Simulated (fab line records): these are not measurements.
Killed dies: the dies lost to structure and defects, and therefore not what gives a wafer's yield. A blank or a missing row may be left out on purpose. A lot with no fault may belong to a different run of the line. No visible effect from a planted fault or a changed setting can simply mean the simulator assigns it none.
fab line records	flow berkeley_cmos170
record: lots: 24	wafers: 72	last_day: 12
route steps=331 shown START@1 NWELL@29 ACTIVE@63 NVT@110 SDANNEAL@205 M2@288
lots that met no fault: from a run of the same line without faults
start_h: hours from the record's first day to the start of the lot's first wafer shown	wait_h: hours since the lot's step before	" same as the row above	L1.1+2: a single row standing in for several wafers	- no value, or no start was given	* or withheld: withheld	< > ~ a bound
route shown NAME@n: NAME is a module with steps in the file, n the number in the route of the first one	usual: mean and standard deviation over wafers with no fault	same: alike in all rows	chamber/n: place in a boat	sites: per-site readings	_std_site: the values' standard deviation	_edge_site: outer sites' mean less inner sites'	radius_mm: for every site, how far away it sits from the centre of the wafer	mask NAME#n: copy n	behind: the tool/chamber that last shaped the wafer	hold: reason for holding the lot/hours on hold/outcome of the hold	device: which transistor (n, p or np) failed to switch	end of line: the same wafers' tests at the end of the route	where a step has no rows: the recipe by itself	killed: count of dies lost to structure and defects at first sort (not the wafer's yield)	map: shows each die of a wafer: x if killed, . if not, _ if none is there
set.NAME: the setting as run; set.NAME@STEP: as run at that earlier step	model.NAME: the simulator's own value behind a step, which no gauge read
one table for each step of the route and one row for each wafer, over a sample of lots
services: when a tool's chamber went out of use (start_h, in hours from the record's first day, below 0 if earlier), for how many hours, and the reason
== steps ==
step: UCB170_START_BOW_MEAS_00
recipe: mode: bow
usual: INCOMING_BOW: 0/5.5
lot.wafer	tool	chamber	start_h	wait_h	INCOMING_BOW[um]
L074.3	film_metro-01	-	10.04	-	6
L074.4	"	-	"	"	-2
L074.6	"	-	"	"	0
L075.2	film_metro-03	-	15.02	-	-4
L075.5	"	-	"	"	0
L075.6	"	-	"	"	1
L076.1	film_metro-03	-	20.00	-	-3
L076.2	"	-	"	"	6
L076.6	"	-	"	"	2
L077.1	film_metro-03	-	25.26	-	-6
L077.2	"	-	"	"	-22
L077.6	"	-	"	"	-3
L078.1	film_metro-01	-	30.00	-	-1
L078.3	"	-	"	"	-2
L078.6	"	-	"	"	0
L079.1	film_metro-01	-	35.00	-	0
L079.4	"	-	"	"	1
L079.5	"	-	"	"	0
L080.3	film_metro-01	-	40.04	-	-5
L080.5	"	-	"	"	0
L080.6	"	-	"	"	-2
L081.1	film_metro-03	-	45.00	-	2
L081.3	"	-	"	"	-2
L081.4	"	-	"	"	2
L082.2	film_metro-01	-	50.02	-	-4
L082.4	"	-	"	"	-8
L082.5	"	-	"	"	-1
L083.2	film_metro-01	-	55.02	-	-3
L083.3	"	-	"	"	6
L083.5	"	-	"	"	-4
L084.1	film_metro-01	-	60.00	-	0
L084.2	"	-	"	"	-5
L084.5	"	-	"	"	-2
L085.2	film_metro-02	-	65.02	-	3
L085.3	"	-	"	"	-1
L085.4	"	-	"	"	2
L086.3	film_metro-01	-	70.04	-	-9
L086.5	"	-	"	"	6
L086.6	"	-	"	"	-1
L087.1	film_metro-03	-	75.00	-	0
L087.2	"	-	"	"	1
L087.3	"	-	"	"	-3
L088.1	film_metro-01	-	80.00	-	6
L088.4	"	-	"	"	8
L088.5	"	-	"	"	-10
L089.1	film_metro-02	-	85.00	-	-7
L089.2	"	-	"	"	0
L089.4	"	-	"	"	-3
L090.1	film_metro-01	-	90.00	-	2
L090.5	"	-	"	"	3
L090.6	"	-	"	"	-1
L091.1	film_metro-01	-	95.00	-	-9
L091.3	"	-	"	"	2
L091.6	"	-	"	"	5
L092.1	film_metro-03	-	100.00	-	5
L092.2	"	-	"	"	8
L092.6	"	-	"	"	0
L093.1	film_metro-02	-	105.01	-	4
L093.3	"	-	"	"	-9
L093.4	"	-	"	"	-5
L094.3	film_metro-02	-	110.04	-	-2
L094.4	"	-	"	"	-7
L094.5	"	-	"	"	-2
L095.2	film_metro-01	-	115.02	-	-1
L095.3	"	-	"	"	-1
L095.5	"	-	"	"	4
L096.3	film_metro-02	-	120.04	-	-3
L096.5	"	-	"	"	-18
L096.6	"	-	"	"	-9
L097.3	film_metro-03	-	125.04	-	12
L097.5	"	-	"	"	-2
L097.6	"	-	"	"	-2
step: UCB170_NWELL_STRIP_15
recipe: chemistry: O2	power_w: 400	pressure_mtorr: 3500	platen_temp_c: withheld	o2_flow_sccm: 400	overash_fraction: 0.5
usual: drypump_motor_current_A: 5.74/0.14	oes_product_au: 0.720/0.0049	strip_time_to_endpoint_s: 18.07/0.085
lot.wafer	tool	chamber	start_h	wait_h	drypump_motor_current_A	oes_product_au	rf_hours_counter_h	strip_time_to_endpoint_s
L074.3	plasma_asher-02	1	32.99	0.1	5.78	0.729	-	18.03
L074.4	"	0	"	"	5.63	0.720	-	17.91
L074.6	"	0	"	"	5.63	0.725	-	18.10
L076.1	plasma_asher-02	0	40.56	0.1	5.63	0.726	31	17.93
L076.2	"	1	"	"	5.80	0.720	31	18.09
L076.6	"	1	"	"	5.80	0.723	-	18.14
L075.2	plasma_asher-04	0	40.68	0.1	5.76	0.725	32	18.00
L075.5	"	1	"	"	5.92	0.726	-	18.08
L075.6	"	0	"	"	5.72	0.725	-	17.99
L077.1	plasma_asher-02	0	48.87	0.1	5.64	0.719	32	18.24
L077.2	"	1	"	"	5.79	0.717	32	18.14
L077.6	"	1	"	"	5.80	0.719	-	18.25
L078.1	plasma_asher-02	1	54.54	0.1	5.78	0.715	34	17.99
L078.3	"	0	"	"	5.64	0.730	-	18.28
L078.6	"	1	"	"	5.78	0.722	-	18.15
L079.1	plasma_asher-04	0	54.81	0.1	5.74	0.718	34	18.14
L079.4	"	1	"	"	5.87	0.711	-	18.10
L079.5	"	0	"	"	5.77	0.724	-	18.13
L080.3	plasma_asher-03	1	61.62	0.1	5.46	0.721	-	18.20
L080.5	"	1	"	"	5.47	0.721	-	18.06
L080.6	"	0	"	"	5.84	0.726	-	18.05
L081.1	plasma_asher-04	0	61.73	0.1	5.74	0.718	34	18.09
L081.3	"	1	"	"	5.98	0.727	-	18.03
L081.4	"	0	"	"	5.80	0.715	-	18.13
L082.2	plasma_asher-03	1	76.22	0.1	5.49	0.720	28	18.16
L082.4	"	0	"	"	5.83	0.712	-	18.12
L082.5	"	0	"	"	5.83	0.726	-	18.13
L084.1	plasma_asher-03	0	81.90	0.1	5.81	0.713	29	18.04
L084.2	"	1	"	"	5.45	0.715	29	18.15
L084.5	"	1	"	"	5.47	0.728	-	18.10
L083.2	plasma_asher-02	1	82.15	0.1	5.79	0.719	37	18.11
L083.3	"	1	"	"	5.79	0.721	-	18.07
L083.5	"	1	"	"	5.80	0.717	-	18.15
L085.2	plasma_asher-02	1	90.95	0.1	5.77	0.709	38	17.89
L085.3	"	0	"	"	5.65	0.715	-	18.08
L085.4	"	1	"	"	5.75	0.725	-	18.00
L086.3	plasma_asher-04	0	91.26	0.1	5.79	0.720	-	18.08
L086.5	"	1	"	"	5.93	0.715	-	17.99
L086.6	"	0	"	"	5.80	0.716	-	18.07
L087.1	plasma_asher-04	1	100.04	0.1	5.96	0.718	39	18.07
L087.2	"	0	"	"	5.75	0.717	39	18.11
L087.3	"	0	"	"	5.78	0.724	-	18.24
L088.1	plasma_asher-02	0	104.59	0.1	5.64	0.720	40	18.02
L088.4	"	1	"	"	5.79	0.727	-	17.98
L088.5	"	0	"	"	5.66	0.727	-	18.14
L089.1	plasma_asher-04	1	108.22	0.1	5.92	0.724	40	18.11
L089.2	"	0	"	"	5.75	0.721	40	18.14
L089.4	"	1	"	"	5.95	0.719	-	18.16
L090.1	plasma_asher-02	0	108.32	0.1	5.64	0.728	40	18.17
L090.5	"	0	"	"	5.65	0.713	-	18.10
L090.6	"	1	"	"	5.78	0.720	-	18.17
L091.1	plasma_asher-03	0	114.27	0.1	5.86	0.717	33	17.96
L091.3	"	1	"	"	5.46	0.708	-	17.97
L091.6	"	1	"	"	5.44	0.721	-	18.01
L092.1	plasma_asher-03	1	118.83	0.1	5.49	0.719	33	18.05
L092.2	"	0	"	"	5.83	0.720	33	18.10
L092.6	"	0	"	"	5.83	0.729	-	18.14
L093.1	plasma_asher-04	1	123.81	0.1	5.94	0.714	42	18.05
L093.3	"	1	"	"	5.97	0.725	-	18.13
L093.4	"	0	"	"	5.72	0.715	-	17.97
L094.3	plasma_asher-04	0	132.39	0.1	5.82	0.720	-	18.16
L094.4	"	1	"	"	5.92	0.724	-	18.13
L094.5	"	0	"	"	5.76	0.717	-	18.09
L095.2	plasma_asher-02	1	137.52	0.1	5.79	0.715	2	18.00
L095.3	"	1	"	"	5.76	0.722	-	18.15
L095.5	"	0	"	"	5.65	0.721	-	18.06
L096.3	plasma_asher-03	1	141.40	0.1	5.46	0.717	-	18.04
L096.5	"	0	"	"	5.83	0.726	-	18.09
L096.6	"	1	"	"	5.48	0.718	-	18.01
L097.3	plasma_asher-02	1	147.34	0.1	5.81	0.718	-	17.99
L097.5	"	0	"	"	5.64	0.720	-	18.03
L097.6	"	1	"	"	5.81	0.724	-	18.16
step: UCB170_ACTIVE_THK_MEAS_03
recipe: reads: SiO2_of_ACTIVE_OXIDATION_02
usual: ACTIVE_OXIDE_THK: 26.1/0.55
lot.wafer	tool	chamber	start_h	wait_h	ACTIVE_OXIDE_THK[nm]
L074.3	film_metro-01	-	72.91	0.0	25.7
L074.4	"	-	"	"	25.6
L074.6	"	-	"	"	25.1
L076.1	film_metro-01	-	78.57	0.0	26.9
L076.2	"	-	"	"	26.7
L076.6	"	-	"	"	26.8
L075.2	film_metro-02	-	78.58	0.0	26.5
L075.5	"	-	"	"	26.6
L075.6	"	-	"	"	26.3
L077.1	film_metro-02	-	87.02	0.0	26.0
L077.2	"	-	"	"	26.2
L077.6	"	-	"	"	25.9
L078.1	film_metro-02	-	92.63	0.0	26.2
L078.3	"	-	"	"	26.4
L078.6	"	-	"	"	26.4
L079.1	film_metro-01	-	92.63	0.0	26.2
L079.4	"	-	"	"	26.4
L079.5	"	-	"	"	26.4
L081.1	film_metro-01	-	99.54	0.0	26.2
L081.3	"	-	"	"	26.5
L081.4	"	-	"	"	26.0
L080.3	film_metro-03	-	99.56	0.0	27.0
L080.5	"	-	"	"	27.0
L080.6	"	-	"	"	26.8
L082.2	film_metro-03	-	116.07	0.0	25.3
L082.4	"	-	"	"	25.4
L082.5	"	-	"	"	25.9
L084.1	film_metro-03	-	123.59	0.0	26.5
L084.2	"	-	"	"	26.6
L084.5	"	-	"	"	26.2
L085.2	film_metro-01	-	123.60	0.0	26.9
L085.3	"	-	"	"	27.1
L085.4	"	-	"	"	27.2
L086.3	film_metro-02	-	123.61	0.0	25.8
L086.5	"	-	"	"	25.9
L086.6	"	-	"	"	26.5
L083.2	film_metro-02	-	123.66	0.1	26.9
L083.3	"	-	"	"	27.4
L083.5	"	-	"	"	26.7
L087.1	film_metro-03	-	136.61	0.0	26.4
L087.2	"	-	"	"	26.2
L087.3	"	-	"	"	26.5
L088.1	film_metro-03	-	142.71	0.0	25.6
L088.4	"	-	"	"	26.2
L088.5	"	-	"	"	26.0
L089.1	film_metro-01	-	142.71	0.0	26.6
L089.2	"	-	"	"	25.9
L089.4	"	-	"	"	26.5
L090.1	film_metro-02	-	151.32	0.0	26.0
L090.5	"	-	"	"	25.1
L090.6	"	-	"	"	25.8
L091.1	film_metro-03	-	151.32	0.0	26.3
L091.3	"	-	"	"	26.3
L091.6	"	-	"	"	25.7
L092.1	film_metro-01	-	157.43	0.0	26.0
L092.2	"	-	"	"	25.9
L092.6	"	-	"	"	25.5
L093.1	film_metro-02	-	161.67	0.0	26.1
L093.3	"	-	"	"	26.3
L093.4	"	-	"	"	26.4
L095.2	film_metro-03	-	173.22	0.0	25.8
L095.3	"	-	"	"	25.6
L095.5	"	-	"	"	25.8
L094.3	film_metro-02	-	173.23	0.0	24.9
L094.4	"	-	"	"	25.1
L094.5	"	-	"	"	25.5
L096.3	film_metro-01	-	173.23	0.0	25.5
L096.5	"	-	"	"	25.7
L096.6	"	-	"	"	25.4
L097.3	film_metro-03	-	185.08	0.0	25.3
L097.5	"	-	"	"	25.0
L097.6	"	-	"	"	25.3
step: UCB170_NVT_OVL_MEAS_06
usual: NVT_OVL: -2/6
lot.wafer	tool	chamber	start_h	wait_h	NVT_OVL[nm]
L074.3	overlay-02	-	110.15	-	-5
L074.4	"	-	"	"	2
L074.6	"	-	"	"	-8
L075.2	overlay-01	-	110.23	-	-8
L075.5	"	-	"	"	-2
L075.6	"	-	"	"	-11
L076.1	overlay-02	-	110.50	-	-14
L076.2	"	-	"	"	3
L076.6	"	-	"	"	-8
L077.1	overlay-02	-	122.80	-	-8
L077.2	"	-	"	"	-3
L077.6	"	-	"	"	-5
L078.1	overlay-02	-	131.62	-	1
L078.3	"	-	"	"	-1
L078.6	"	-	"	"	-3
L079.1	overlay-01	-	131.80	-	8
L079.4	"	-	"	"	0
L079.5	"	-	"	"	-1
L080.3	overlay-02	-	137.56	-	-4
L080.5	"	-	"	"	-7
L080.6	"	-	"	"	6
L081.1	overlay-01	-	137.68	-	-1
L081.3	"	-	"	"	-2
L081.4	"	-	"	"	4
L082.2	overlay-02	-	153.50	-	-1
L082.4	"	-	"	"	-7
L082.5	"	-	"	"	-9
L083.2	overlay-01	-	159.74	-	4
L083.3	"	-	"	"	14
L083.5	"	-	"	"	4
L086.3	overlay-02	-	159.92	-	-4
L086.5	"	-	"	"	5
L086.6	"	-	"	"	-1
L085.2	overlay-01	-	160.19	-	1
L085.3	"	-	"	"	-2
L085.4	"	-	"	"	9
L084.1	overlay-02	-	160.23	-	-5
L084.2	"	-	"	"	3
L084.5	"	-	"	"	0
L087.1	overlay-02	-	178.30	-	3
L087.2	"	-	"	"	0
L087.3	"	-	"	"	2
L089.1	overlay-02	-	183.73	-	2
L089.2	"	-	"	"	5
L089.4	"	-	"	"	4
L088.1	overlay-01	-	183.99	-	-5
L088.4	"	-	"	"	10
L088.5	"	-	"	"	-2
L091.1	overlay-02	-	190.34	-	-10
L091.3	"	-	"	"	-10
L091.6	"	-	"	"	0
L090.1	overlay-01	-	190.35	-	-17
L090.5	"	-	"	"	-11
L090.6	"	-	"	"	4
L092.1	overlay-02	-	196.47	-	2
L092.2	"	-	"	"	-4
L092.6	"	-	"	"	-7
L093.1	overlay-01	-	196.71	-	4
L093.3	"	-	"	"	5
L093.4	"	-	"	"	-2
L094.3	overlay-02	-	212.04	-	-5
L094.4	"	-	"	"	6
L094.5	"	-	"	"	-2
L095.2	overlay-02	-	212.19	-	-6
L095.3	"	-	"	"	0
L095.5	"	-	"	"	4
L096.3	overlay-01	-	212.28	-	-3
L096.5	"	-	"	"	2
L096.6	"	-	"	"	-6
L097.3	overlay-02	-	218.70	-	-6
L097.5	"	-	"	"	-6
L097.6	"	-	"	"	-11
step: UCB170_SDANNEAL_RTA_01
recipe: temp_c: 1050	time_s: 5	ambient: N2
usual: lamp_power_pct: 36.3/1.7	wafer_temp_C_max: 1055.1/1.2
lot.wafer	tool	chamber	start_h	wait_h	lamp_power_pct	wafer_temp_C_max
L074.3	rtp_anneal-01	0	140.48	0.1	34.9	1054.4
L074.4	"	0	"	"	34.8	1054.4
L074.6	"	0	"	"	34.9	1054.2
L076.1	rtp_anneal-02	0	140.75	0.1	38.2	1055.2
L076.2	"	0	"	"	38.3	1054.1
L076.6	"	0	"	"	38.3	1053.8
L075.2	rtp_anneal-01	0	140.92	0.1	34.8	1056.0
L075.5	"	0	"	"	34.9	1054.6
L075.6	"	0	"	"	34.9	1054.9
L077.1	rtp_anneal-01	0	148.71	0.1	34.9	1054.8
L077.2	"	0	"	"	34.9	1057.0
L077.6	"	0	"	"	34.8	1055.7
L079.1	rtp_anneal-02	0	158.12	0.1	38.3	1053.8
L079.4	"	0	"	"	38.2	1055.2
L079.5	"	0	"	"	38.3	1054.9
L078.1	rtp_anneal-01	0	158.61	0.1	34.8	1055.5
L078.3	"	0	"	"	34.9	1054.9
L078.6	"	0	"	"	34.8	1057.3
L081.1	rtp_anneal-02	0	165.59	0.1	38.2	1054.4
L081.3	"	0	"	"	38.2	1055.8
L081.4	"	0	"	"	38.2	1052.7
L080.3	rtp_anneal-01	0	166.00	0.1	34.9	1055.7
L080.5	"	0	"	"	34.8	1054.1
L080.6	"	0	"	"	34.9	1055.8
L082.2	rtp_anneal-02	0	181.60	0.1	38.2	1054.1
L082.4	"	0	"	"	38.3	1053.5
L082.5	"	0	"	"	38.1	1053.9
L086.3	rtp_anneal-01	0	185.88	0.1	34.9	1054.4
L086.5	"	0	"	"	34.9	1057.0
L086.6	"	0	"	"	34.9	1058.0
L084.1	rtp_anneal-02	0	186.27	0.1	38.2	1053.6
L084.2	"	0	"	"	38.2	1055.0
L084.5	"	0	"	"	38.2	1053.9
L083.2	rtp_anneal-01	0	186.45	0.1	34.9	1055.3
L083.3	"	0	"	"	34.9	1054.1
L083.5	"	0	"	"	34.9	1056.6
L085.2	rtp_anneal-02	0	186.69	0.1	38.2	1053.1
L085.3	"	0	"	"	38.2	1053.5
L085.4	"	0	"	"	38.2	1055.3
L087.1	rtp_anneal-02	0	208.76	0.1	38.2	1053.4
L087.2	"	0	"	"	38.2	1054.9
L087.3	"	0	"	"	38.2	1055.1
L089.1	rtp_anneal-01	0	212.72	0.1	34.9	1056.7
L089.2	"	0	"	"	34.9	1055.0
L089.4	"	0	"	"	34.9	1054.0
L088.1	rtp_anneal-01	0	213.59	0.1	34.9	1054.8
L088.4	"	0	"	"	34.9	1053.7
L088.5	"	0	"	"	34.9	1056.9
L090.1	rtp_anneal-01	0	220.35	0.1	34.9	1056.0
L090.5	"	0	"	"	34.9	1055.0
L090.6	"	0	"	"	34.9	1056.0
L091.1	rtp_anneal-02	0	220.53	0.1	38.2	1053.3
L091.3	"	0	"	"	38.3	1054.2
L091.6	"	0	"	"	38.2	1054.4
L093.1	rtp_anneal-01	0	225.61	0.1	34.8	1054.0
L093.3	"	0	"	"	34.8	1055.3
L093.4	"	0	"	"	34.9	1056.3
L092.1	rtp_anneal-02	0	225.92	0.1	38.2	1053.6
L092.2	"	0	"	"	38.3	1055.0
L092.6	"	0	"	"	38.2	1053.8
L096.3	rtp_anneal-01	0	241.84	0.1	34.9	1056.0
L096.5	"	0	"	"	34.9	1055.5
L096.6	"	0	"	"	34.8	1055.3
L094.3	rtp_anneal-02	0	242.09	0.1	38.2	1053.7
L094.4	"	0	"	"	38.2	1054.4
L094.5	"	0	"	"	38.2	1054.6
L095.2	rtp_anneal-01	0	242.19	0.1	34.9	1055.4
L095.3	"	0	"	"	34.8	1055.6
L095.5	"	0	"	"	34.9	1056.6
L097.3	rtp_anneal-01	0	246.90	0.1	34.8	1055.1
L097.5	"	0	"	"	34.8	1056.8
L097.6	"	0	"	"	34.8	1057.5
step: UCB170_M2_ETCH_17
recipe: chemistry: N2/H2	target_depth_a: withheld	overetch_a: withheld	target: BARC	time_s: withheld	source_w: 500	bias_w: 100	pressure_mtorr: 30	n2_flow_sccm: 100	h2_flow_sccm: 200
usual: drypump_motor_current_A: 5.7/0.52	oes_product_au: 1.001/0.02	throttle_valve_pct: 13.35/0.18
lot.wafer	tool	chamber	start_h	wait_h	drypump_motor_current_A	oes_product_au	throttle_valve_pct
L074.3	rie_diel-03	1	157.97	0.0	6.5	0.980	13.38
L074.4	"	2	"	"	5.8	1.008	13.36
L074.6	"	0	"	"	6.0	1.047	13.13
L076.1	rie_diel-02	0	158.66	0.0	5.8	0.997	13.24
L076.2	"	3	"	"	4.8	0.986	13.31
L076.6	"	0	"	"	5.8	1.012	13.24
L075.2	rie_diel-01	0	158.94	0.0	5.3	1.012	13.35
L075.5	"	3	"	"	5.2	0.992	12.99
L075.6	"	0	"	"	5.3	1.000	13.33
L077.1	rie_diel-03	1	167.10	0.0	6.5	0.972	13.38
L077.2	"	2	"	"	5.9	1.008	13.36
L077.6	"	1	"	"	6.5	0.967	13.38
L078.1	rie_diel-01	0	176.74	0.0	5.3	1.004	13.34
L078.3	"	3	"	"	5.2	0.991	12.97
L078.6	"	1	"	"	5.2	0.979	13.54
L079.1	rie_diel-02	0	177.09	0.0	5.8	1.008	13.23
L079.4	"	3	"	"	4.9	0.993	13.31
L079.5	"	0	"	"	5.8	1.001	13.24
L081.1	rie_diel-03	3	186.12	0.0	4.8	1.019	13.53
L081.3	"	1	"	"	6.5	0.978	13.37
L081.4	"	2	"	"	5.8	1.007	13.36
L080.3	rie_diel-02	2	186.40	0.0	5.9	0.996	13.38
L080.5	"	3	"	"	4.9	0.986	13.32
L080.6	"	2	"	"	6.0	0.989	13.38
L082.2	rie_diel-03	2	198.29	0.0	5.9	1.000	13.39
L082.4	"	0	"	"	6.0	1.026	13.15
L082.5	"	2	"	"	5.8	1.016	13.37
L086.3	rie_diel-03	3	201.29	0.0	4.8	1.025	13.54
L086.5	"	0	"	"	6.0	1.038	13.15
L086.6	"	3	"	"	4.8	1.029	13.54
L084.1	rie_diel-03	2	203.93	0.0	5.9	1.012	13.37
L084.2	"	0	"	"	6.0	1.045	13.14
L084.5	"	2	"	"	5.8	1.012	13.38
L085.2	rie_diel-01	1	204.25	0.0	5.3	0.959	13.54
L085.3	"	2	"	"	5.5	0.984	13.74
L085.4	"	3	"	"	5.2	0.996	12.97
L083.2	rie_diel-02	3	204.55	0.0	4.9	0.983	13.33
L083.3	"	0	"	"	5.8	1.003	13.23
L083.5	"	1	"	"	6.2	1.013	13.39
L087.1	rie_diel-02	3	227.22	0.0	4.9	0.980	13.32
L087.2	"	1	"	"	6.2	1.008	13.41
L087.3	"	2	"	"	6.0	0.980	13.38
L089.1	rie_diel-02	3	227.49	0.0	4.9	0.986	13.31
L089.2	"	1	"	"	6.2	1.014	13.39
L089.4	"	2	"	"	5.9	0.997	13.40
L088.1	rie_diel-03	2	232.60	0.0	5.8	1.011	13.37
L088.4	"	3	"	"	4.9	1.028	13.53
L088.5	"	0	"	"	6.0	1.046	13.14
L090.1	rie_diel-01	2	237.10	0.0	5.5	1.001	13.75
L090.5	"	3	"	"	5.2	0.989	12.99
L090.6	"	2	"	"	5.5	0.996	13.76
L091.1	rie_diel-02	2	238.13	0.0	5.9	0.983	13.37
L091.3	"	3	"	"	4.9	0.981	13.32
L091.6	"	1	"	"	6.2	1.008	13.42
L092.1	rie_diel-03	2	243.02	0.0	5.8	1.013	13.38
L092.2	"	1	"	"	6.5	0.981	13.38
L092.6	"	3	"	"	4.9	1.031	13.53
L093.1	rie_diel-01	3	243.30	0.0	5.2	1.002	12.98
L093.3	"	0	"	"	5.4	1.011	13.34
L093.4	"	3	"	"	5.2	0.998	12.98
L095.2	rie_diel-03	2	263.18	0.0	5.9	0.999	13.38
L095.3	"	3	"	"	4.9	1.019	13.53
L095.5	"	0	"	"	6.0	1.032	13.14
L096.3	rie_diel-02	0	263.27	0.0	5.8	1.001	13.23
L096.5	"	0	"	"	5.8	0.995	13.23
L096.6	"	1	"	"	6.2	1.005	13.42
L094.3	rie_diel-03	2	263.73	0.0	5.9	1.009	13.37
L094.4	"	0	"	"	6.0	1.029	13.16
L094.5	"	3	"	"	4.8	1.022	13.53
L097.3	rie_diel-01	2	269.79	0.0	5.5	0.999	13.76
L097.5	"	0	"	"	5.4	0.996	13.33
L097.6	"	3	"	"	5.1	0.986	13.00
== services ==
tool	chamber	start_h	hours	kind
rie_diel-03	1	33.84	6.9	repair
rie_diel-01	2	44.06	39.9	repair
plasma_asher-03	-	62.58	2.8	pm
rie_diel-03	0	65.48	2.7	repair
rie_diel-03	3	83.00	8.1	repair
plasma_asher-02	-	108.75	9.0	pm
plasma_asher-02	0	108.75	9.0	vent_cycle
plasma_asher-02	1	108.75	9.0	vent_cycle
plasma_asher-02	0	117.75	-	clean
plasma_asher-02	1	117.75	-	clean
rie_diel-02	1	133.62	10.8	repair
rie_diel-02	0	136.84	6.1	repair
rie_diel-03	3	148.69	-	clean
rie_diel-03	3	148.69	11.9	scheduled_down
rie_diel-03	3	148.69	11.9	vent_cycle
rie_diel-01	2	154.80	5.4	repair
plasma_asher-03	-	159.30	5.2	repair
rie_diel-02	0	163.90	10.1	repair
rie_diel-03	0	186.01	11.6	repair
rie_diel-03	1	196.70	5.2	repair
rtp_anneal-01	-	207.46	3.7	pm
rtp_anneal-02	-	223.18	2.6	pm
rie_diel-01	-	225.19	2.8	pm
rie_diel-03	-	226.81	4.3	pm
== key ==
fault none
